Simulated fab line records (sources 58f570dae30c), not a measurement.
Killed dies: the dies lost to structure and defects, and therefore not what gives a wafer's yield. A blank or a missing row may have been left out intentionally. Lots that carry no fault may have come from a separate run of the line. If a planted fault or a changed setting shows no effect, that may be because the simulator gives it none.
fab line records	flow berkeley_cmos170
record: lots: 5	wafers: 15	last_day: 11
route steps=331 shown NLDD@159 SPACER@171
lots that met no fault: taken from a fault-free run of the same line
start_h: start of the lot's first displayed wafer, in hours after the record's first day	wait_h: hours from the lot's prior step to this one	" unchanged from the row above	L1.1+2: a row that stands for several wafers	- either no value or no given start	* or withheld: withheld	< > ~ a bound
route shown NAME@n: a module of which the file shows steps, and the number in the route of the first	usual: mean and standard deviation over wafers with no fault	same: alike in all rows	chamber/n: place in a boat	sites: the reading at each site	_std_site: standard deviation of those values	_edge_site: mean of outer sites minus mean of inner sites	radius_mm: for every site, how far away it sits from the centre of the wafer	mask NAME#n: copy n	behind: the tool/chamber that last shaped the wafer	hold: what put the lot on hold/how long, in hours/how the hold closed	device: whichever transistor did not switch (one of n, p or np)	end of line: at the end of the route, the tests of the same wafers	a step without rows: its recipe alone	killed: dies that structure and defects cost at the first sort, which is not the same as the wafer's yield	map: shows each die of a wafer: x if killed, . if not, _ if none is there
set.NAME: the run value of the setting; set.NAME@STEP: its run value at that earlier step	model.NAME: the simulator's own value behind a step, which no gauge read
lots seen at some steps along the route; tables by step, rows by wafer
services: when a tool's chamber went out of use (start_h, in hours from the record's first day, below 0 if earlier), for how many hours, and the reason
== steps ==
step: UCB170_NLDD_COAT_01
recipe: resist: KrF	spin_rpm: 1500	resist_thk_nm: 900
lot.wafer	tool	chamber	start_h	wait_h
L078.3+5+6	litho_track-02	0	138.88	0.1
L082.1+2+3	litho_track-02	0	173.73	0.1
L085.1+3+5	litho_track-03	0	177.12	0.1
L088.1+2+5	litho_track-01	0	194.71	0.1
L095.1+4+5	litho_track-03	0	217.21	0.1
step: UCB170_NLDD_SOFTBAKE_02
recipe: resist: KrF	temp_c: 130	time_s: 60
same: time_s: 60
lot.wafer	tool	chamber	start_h	wait_h
L078.3+5+6	litho_track-02	0	139.03	0.1
L082.1+2+3	litho_track-02	0	173.88	0.1
L085.1+3+5	litho_track-03	0	177.27	0.1
L088.1+2+5	litho_track-01	0	194.86	0.1
L095.1+4+5	litho_track-03	0	217.36	0.1
step: UCB170_NLDD_EXPOSE_03
recipe: mask_id: NSELECT	na: 0.5	sigma_outer: 0.6	source_shape: conventional	target_cd_nm: 1200	dose_mj: 30
usual: focus_offset_nm: 0.0/0.59
lot.wafer	tool	chamber	start_h	wait_h	mask	focus_offset_nm
L078.3	krf_scanner-02	0	139.17	0.1	NSELECT#0	0.2
L078.5	"	0	"	"	NSELECT#0	-0.8
L078.6	"	0	"	"	NSELECT#0	0.7
L082.1	krf_scanner-01	0	174.15	0.2	NSELECT#0	0.4
L082.2	"	0	"	"	NSELECT#0	0.4
L082.3	"	0	"	"	NSELECT#0	0.2
L085.1	krf_scanner-01	0	177.42	0.1	NSELECT#0	-0.4
L085.3	"	0	"	"	NSELECT#0	-0.7
L085.5	"	0	"	"	NSELECT#0	-0.2
L088.1	krf_scanner-01	0	195.13	0.2	NSELECT#0	-0.3
L088.2	"	0	"	"	NSELECT#0	0.2
L088.5	"	0	"	"	NSELECT#0	0.3
L095.1	krf_scanner-01	0	-	-	NSELECT#0	0.5
L095.4	"	0	"	"	NSELECT#0	-0.6
L095.5	"	0	"	"	NSELECT#0	1.1
step: UCB170_NLDD_PEB_04
recipe: peb_temp_c: 130	peb_time_s: withheld	resist: KrF
lot.wafer	tool	chamber	start_h	wait_h
L078.3+5+6	litho_track-03	0	139.44	0.2
L082.1+2+3	litho_track-01	0	175.16	1.0
L085.1+3+5	litho_track-01	0	177.53	0.1
L088.1+2+5	litho_track-01	0	195.25	0.1
L095.1+4+5	litho_track-03	0	-	-
step: UCB170_NLDD_DEVELOP_05
recipe: developer: TMAH	develop_time_s: 45	resist: KrF	dev_temp_c: 21
usual: developer_temp_C: 20.99/0.1
lot.wafer	tool	chamber	start_h	wait_h	developer_temp_C
L078.3	litho_track-03	0	-	-	20.98
L078.5	"	0	"	"	20.85
L078.6	"	0	"	"	20.88
L082.1	litho_track-01	0	-	-	21.03
L082.2	"	0	"	"	20.96
L082.3	"	0	"	"	20.87
L085.1	litho_track-01	0	-	-	20.84
L085.3	"	0	"	"	21.04
L085.5	"	0	"	"	20.97
L088.1	litho_track-01	0	-	-	21.11
L088.2	"	0	"	"	21.04
L088.5	"	0	"	"	21.13
L095.1	litho_track-03	0	-	-	21.10
L095.4	"	0	"	"	20.82
L095.5	"	0	"	"	20.96
step: UCB170_NLDD_CD_MEAS_06
recipe: target_cd_nm: 1200
usual: cd_nm: 1199.7/1.3
lot.wafer	tool	chamber	start_h	wait_h	cd_nm
L078.3	cd_sem-02	-	139.70	-	1200.5
L078.5	"	-	"	"	1199.8
L078.6	"	-	"	"	1200.2
L082.1	cd_sem-02	-	175.44	-	1197.6
L082.2	"	-	"	"	1197.8
L082.3	"	-	"	"	1198.0
L085.1	cd_sem-01	-	177.81	-	1199.0
L085.3	"	-	"	"	1199.1
L085.5	"	-	"	"	1199.4
L088.1	cd_sem-01	-	195.52	-	1197.6
L088.2	"	-	"	"	1197.8
L088.5	"	-	"	"	1198.0
L095.1	cd_sem-01	-	219.13	-	1199.8
L095.4	"	-	"	"	1198.9
L095.5	"	-	"	"	1198.1
step: UCB170_NLDD_OVL_MEAS_07
usual: NLDD_OVL: 1/5
lot.wafer	tool	chamber	start_h	wait_h	NLDD_OVL[nm]
L078.3	overlay-02	-	139.79	0.1	-3
L078.5	"	-	"	"	-1
L078.6	"	-	"	"	0
L082.1	overlay-01	-	175.56	0.1	1
L082.2	"	-	"	"	9
L082.3	"	-	"	"	7
L085.1	overlay-02	-	177.93	0.1	0
L085.3	"	-	"	"	3
L085.5	"	-	"	"	1
L088.1	overlay-01	-	195.64	0.1	-3
L088.2	"	-	"	"	1
L088.5	"	-	"	"	3
L095.1	overlay-01	-	219.25	0.1	3
L095.4	"	-	"	"	9
L095.5	"	-	"	"	9
step: UCB170_NLDD_IMPLANT_08
recipe: species: As	dose_cm2: 5e+13	energy_kev: 30	tilt_deg: 7	rotation_deg: 0
lot.wafer	tool	chamber	start_h	wait_h
L078.3+5+6	implanter-04	0	139.87	0.1
L082.1+2+3	implanter-01	0	175.59	0.0
L085.1+3+5	implanter-03	0	177.97	0.0
L088.1+2+5	implanter-04	0	195.68	0.0
L095.1+4+5	implanter-03	0	219.29	0.0
step: UCB170_NLDD_IMPLANT_09
recipe: species: As	dose_cm2: 5e+13	energy_kev: 30	tilt_deg: 7	rotation_deg: 180
lot.wafer	tool	chamber	start_h	wait_h
L078.3+5+6	implanter-04	0	140.02	0.1
L082.1+2+3	implanter-01	0	175.74	0.1
L085.1+3+5	implanter-03	0	178.12	0.1
L088.1+2+5	implanter-04	0	195.83	0.1
L095.1+4+5	implanter-03	0	219.44	0.1
step: UCB170_NLDD_STRIP_10
recipe: chemistry: O2	power_w: 400	pressure_mtorr: 3500	platen_temp_c: withheld	o2_flow_sccm: 400	overash_fraction: 0.5
usual: drypump_motor_current_A: 6.0/0.32	oes_product_au: 0.735/0.0044	strip_time_to_endpoint_s: 21.63/0.065
lot.wafer	tool	chamber	start_h	wait_h	drypump_motor_current_A	oes_product_au	rf_hours_counter_h	strip_time_to_endpoint_s
L078.3	plasma_asher-03	0	140.15	0.1	5.5	0.743	-	21.60
L078.5	"	1	"	"	5.5	0.731	-	21.55
L078.6	"	0	"	"	5.5	0.735	-	21.57
L082.1	plasma_asher-03	1	175.89	0.1	5.5	0.728	7	21.69
L082.2	"	0	"	"	5.5	0.738	7	21.67
L082.3	"	1	"	"	5.5	0.733	-	21.63
L085.1	plasma_asher-01	0	178.27	0.1	6.3	0.728	40	21.71
L085.3	"	1	"	"	5.9	0.739	-	21.68
L085.5	"	0	"	"	6.3	0.745	-	21.62
L088.1	plasma_asher-01	1	196.16	0.3	5.9	0.727	42	21.66
L088.2	"	0	"	"	6.3	0.733	42	21.68
L088.5	"	0	"	"	6.3	0.735	-	21.69
L095.1	plasma_asher-03	1	219.59	0.1	5.5	0.733	11	21.66
L095.4	"	1	"	"	5.5	0.739	-	21.67
L095.5	"	1	"	"	5.5	0.736	-	21.74
step: UCB170_NLDD_TW_MEAS_11
usual: NLDD_TW: 2211/18
lot.wafer	tool	chamber	start_h	wait_h	NLDD_TW
L078.3	film_metro-01	-	140.24	0.1	2232
L078.5	"	-	"	"	2234
L078.6	"	-	"	"	2232
L082.1	film_metro-04	-	175.99	0.1	2223
L082.2	"	-	"	"	2199
L082.3	"	-	"	"	2209
L085.1	film_metro-03	-	178.37	0.1	2191
L085.3	"	-	"	"	2197
L085.5	"	-	"	"	2186
L088.1	film_metro-04	-	196.26	0.1	2219
L088.2	"	-	"	"	2223
L088.5	"	-	"	"	2205
L095.1	film_metro-04	-	219.69	0.1	2221
L095.4	"	-	"	"	2221
L095.5	"	-	"	"	2199
step: UCB170_NLDD_CLEAN_12
recipe: chemistry: SPM	temp_c: 120	time_s: 600
same: time_s: 600
lot.wafer	tool	chamber	start_h	wait_h
L078.3+5+6	wet_bench-02	2	140.28	0.0
L082.1+2+3	wet_bench-03	3	176.05	0.1
L085.1+3+5	wet_bench-01	2	178.43	0.1
L088.1+2+5	wet_bench-03	3	196.52	0.2
L095.1+4+5	wet_bench-03	1	219.75	0.1
step: UCB170_SPACER_CVD_00
recipe: material: SiO2	target_thk_nm: 376	temp_c: 390	precursor: TEOS/O2	time_s: 47	rf_w: 550	pressure_mtorr: 9000
usual: heater_power_w: 290/44	susceptor_temp_C: 390.00/0.22
same: time_s: 47
lot.wafer	tool	chamber	start_h	wait_h	heater_power_w	susceptor_temp_C
L078.3	pecvd-03	2	140.47	0.0	241	390.15
L078.5	"	0	"	"	289	389.62
L078.6	"	2	"	"	261	390.22
L082.1	pecvd-04	0	176.23	0.0	282	390.12
L082.2	"	1	"	"	319	389.82
L082.3	"	2	"	"	364	390.21
L085.1	pecvd-04	0	178.81	0.0	264	389.88
L085.3	"	2	"	"	294	390.04
L085.5	"	1	"	"	295	390.02
L088.1	pecvd-01	2	196.71	0.0	301	390.26
L088.2	"	1	"	"	240	389.84
L088.5	"	2	"	"	304	390.04
L095.1	pecvd-03	2	220.10	0.0	315	389.87
L095.4	"	2	"	"	323	389.67
L095.5	"	1	"	"	203	390.26
step: UCB170_SPACER_THK_MEAS_01
recipe: reads: SiO2_of_SPACER_CVD_00
usual: SPACER_TEOS_THK: 376/4.4
lot.wafer	tool	chamber	start_h	wait_h	SPACER_TEOS_THK[nm]
L078.3	film_metro-04	-	140.53	0.0	373
L078.5	"	-	"	"	376
L078.6	"	-	"	"	381
L082.1	film_metro-02	-	176.27	0.0	374
L082.2	"	-	"	"	368
L082.3	"	-	"	"	372
L085.1	film_metro-04	-	178.85	0.0	377
L085.3	"	-	"	"	376
L085.5	"	-	"	"	382
L088.1	film_metro-02	-	196.75	0.0	372
L088.2	"	-	"	"	375
L088.5	"	-	"	"	374
L095.1	film_metro-03	-	220.14	0.0	376
L095.4	"	-	"	"	382
L095.5	"	-	"	"	380
step: UCB170_SPACER_ANNEAL_02
recipe: temp_c: 900	time_s: 1800	ambient: N2
usual: spike_tc_centre_C: 901.7/0.91
same: time_s: 1800
lot.wafer	tool	chamber	start_h	wait_h	spike_tc_centre_C
L078.3	furnace-02	0	141.59	1.1	901.9
L078.5	"	0	"	"	902.5
L078.6	"	0	"	"	903.0
L082.1	furnace-01	0	183.56	7.3	900.3
L082.2	"	0	"	"	901.1
L082.3	"	0	"	"	901.4
L085.1	furnace-01	0	183.56	4.7	900.3
L085.3	"	0	"	"	901.0
L085.5	"	0	"	"	901.9
L088.1	furnace-03	0	198.73	2.0	901.4
L088.2	"	0	"	"	901.3
L088.5	"	0	"	"	903.1
L095.1	furnace-03	0	223.30	3.2	901.5
L095.4	"	0	"	"	901.3
L095.5	"	0	"	"	901.9
step: UCB170_SPACER_ETCHBACK_03
recipe: stop_on: Si	target: SiO2	chemistry: CHF3/CF4/Ar	CHF3_flow_sccm: 50	cf4_flow_sccm: 10	Ar_flow_sccm: 120	pressure_mtorr: 200	rf_w: 500	target_depth_a: 3760	time_s: 100
usual: drypump_motor_current_A: 5.5/0.44	oes_product_au: 0.896/0.015	throttle_valve_pct: 6.44/0.11
same: time_s: 100
lot.wafer	tool	chamber	start_h	wait_h	drypump_motor_current_A	oes_product_au	rf_hours_counter_h	throttle_valve_pct
L078.3	rie_diel-04	2	143.09	0.0	6.6	0.916	56	6.48
L078.5	"	0	"	"	5.4	0.908	-	6.37
L078.6	"	3	"	"	5.7	0.913	-	6.43
L082.1	rie_diel-03	0	185.06	0.0	5.2	0.882	17	6.36
L082.2	"	1	"	"	5.9	0.862	43	6.40
L082.3	"	3	"	"	5.3	0.897	1	6.49
L085.1	rie_diel-03	0	185.13	0.1	5.2	0.890	17	6.36
L085.3	"	1	"	"	6.0	0.884	43	6.38
L085.5	"	3	"	"	5.3	0.918	-	6.48
L088.1	rie_diel-04	0	200.23	0.0	5.4	0.906	114	6.37
L088.2	"	3	"	"	5.7	0.914	112	6.42
L088.5	"	0	"	"	5.4	0.907	-	6.38
L095.1	rie_diel-03	0	224.87	0.1	5.2	0.890	18	6.38
L095.4	"	1	"	"	6.0	0.885	45	6.40
L095.5	"	3	"	"	5.3	0.910	-	6.50
== services ==
tool	chamber	start_h	hours	kind
krf_scanner-02	-	118.85	4.0	pm
krf_scanner-02	-	124.90	1.0	repair
pecvd-03	-	126.36	0.3	repair
krf_scanner-01	-	132.84	4.0	pm
pecvd-01	-	135.50	14.0	pm
implanter-01	-	138.34	3.1	pm
krf_scanner-01	-	144.27	0.8	pm
furnace-01	-	145.19	2.8	pm
krf_scanner-01	-	155.98	3.5	repair
pecvd-01	-	164.46	2.8	pm
krf_scanner-01	-	166.39	1.0	pm
furnace-01	-	176.20	3.1	pm
furnace-02	-	179.35	4.5	pm
krf_scanner-01	-	181.32	3.1	repair
implanter-03	-	184.61	3.1	pm
plasma_asher-03	-	191.66	4.7	repair
pecvd-04	0	192.86	5.0	repair
krf_scanner-02	-	195.27	1.0	pm
krf_scanner-02	-	198.70	0.8	pm
rie_diel-04	1	201.02	26.1	repair
rie_diel-04	-	202.28	0.5	repair
implanter-01	-	203.99	5.3	pm
wet_bench-03	-	212.05	1.9	pm
krf_scanner-01	-	212.41	1.3	pm
== key ==
fault none
